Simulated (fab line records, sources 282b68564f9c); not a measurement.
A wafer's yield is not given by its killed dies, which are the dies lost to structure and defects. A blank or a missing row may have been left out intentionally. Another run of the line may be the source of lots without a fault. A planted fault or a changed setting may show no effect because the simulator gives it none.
Which tool was responsible? ; flow rit_cmos ; 14 lots (42 wafers sampled), 1 step of a 202-step route

## WHAT EACH GAUGE READ, for each wafer
Not one reading of a measure or inspect step in the record can be checked against a usual standard deviation.

## TOOL THAT RAN EACH LOT (tool first, then ch and the chambers of the sampled wafers, then the start)
lot;RIT_GATE_ETCH_19
L132;rie_si-01 ch 0,2,3, day 2 18:39
L133;rie_si-02 ch 0,1,2, day 2 23:54
L134;rie_si-01 ch 0,1,3, day 3 08:15
L138;rie_si-01 ch 1,2,3, day 3 23:43
L139;rie_si-01 ch 1,3, day 4 01:27
L140;rie_si-02 ch 1,2,3, day 4 06:35
L143;rie_si-01 ch 0,1,3, day 4 20:17
L144;rie_si-02 ch 0,2,3, day 5 02:08
L145;rie_si-01 ch 0,2, day 5 07:49
L147;rie_si-01 ch 0,1, day 5 17:07
L148;rie_si-02 ch 0,2,3, day 5 21:05
L149;rie_si-01 ch 1,2,3, day 6 03:18
L150;rie_si-02 ch 0,2,3, day 6 07:38
L155;rie_si-02 ch 2,3, day 7 07:29
- RIT_GATE_ETCH_19: etches poly-Si in SF6/CHF3/O2, stops on SiO2, time 165 s, target depth 312.5 nm.

## WHAT THE TOOLS THEMSELVES READ (means of the sampled wafers that have a number; where no wafer has one, the mark that the record gives instead)
RIT_GATE_ETCH_19.
lot;tool;CHF3_flow_sccm (sccm);SF6_flow_sccm (sccm);drypump_motor_current_A (A);oes_product_au (a.u.);throttle_valve_pct (%)
L132;rie_si-01;30.01;29.97;5.7;0.846;10.04
L133;rie_si-02;30.00;29.89;5.6;0.864;10.28
L134;rie_si-01;29.97;29.95;5.8;0.852;10.06
L138;rie_si-01;29.99;29.93;5.6;0.839;10.08
L139;rie_si-01;30.05;30.01;5.7;0.852;10.04
L140;rie_si-02;29.98;30.05;5.9;0.859;10.25
L143;rie_si-01;30.01;30.03;5.8;0.859;10.06
L144;rie_si-02;30.00;29.97;5.8;0.869;10.33
L145;rie_si-01;29.94;29.97;5.8;0.846;10.06
L147;rie_si-01;29.92;30.12;6.0;0.723;10.13
L148;rie_si-02;29.92;30.05;5.8;0.861;10.32
L149;rie_si-01;29.95;29.92;5.7;0.779;10.06
L150;rie_si-02;30.02;30.03;5.8;0.857;10.33
L155;rie_si-02;29.93;29.97;6.2;0.865;10.31

## THE ANSWER, worked out from the rows above alone
Rule: usual is defined by the lots themselves. The widest of any qualifying gaps counts: lots, ordered by their means at a reading, are off when they make up no more than a third of the lots, leave a main group of 4 or more, and stand apart from it by 3 or more times the standard deviation of that group's means. A main group is skipped when, at the precision printed for the reading in the tables above, its means are all equal. Also off: a lot with no number at a reading for which 4 or more lots have one. All remaining lots with rows at the step are treated as sound. After the gauges, taken in route order, come the tools' own readings; for these a lot's mean is taken, as printed above. At the first step where some lot is off, the reading lying furthest off is the one used; lots without a number count as furthest.
Off: L147, L149 (RIT_GATE_ETCH_19, oes_product_au). The main group: mean 0.856 a.u., standard deviation 0.0086.
If a tool, at that step or one of the process steps before it, ran each lot that is off and ran no sound lot following the first of them, it fits. One candidate fits, namely rie_si-01 at RIT_GATE_ETCH_19. Its last sound lot is L145 (day 5 07:49), its first lot that is off L147 (day 5 17:07): a fault that began between those two fits.
The tool's own readings at RIT_GATE_ETCH_19 bear it out: on the lots that are off they differ by more than 5 times the standard deviation of the sound lots' means. oes_product_au reads 0.751 a.u. there against 0.856 a.u. on the sound lots.

## WHAT THE SIMULATOR HAD PUT IN
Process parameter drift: rie_si-01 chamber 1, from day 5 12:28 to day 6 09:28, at RIT_GATE_ETCH_19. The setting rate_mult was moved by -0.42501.
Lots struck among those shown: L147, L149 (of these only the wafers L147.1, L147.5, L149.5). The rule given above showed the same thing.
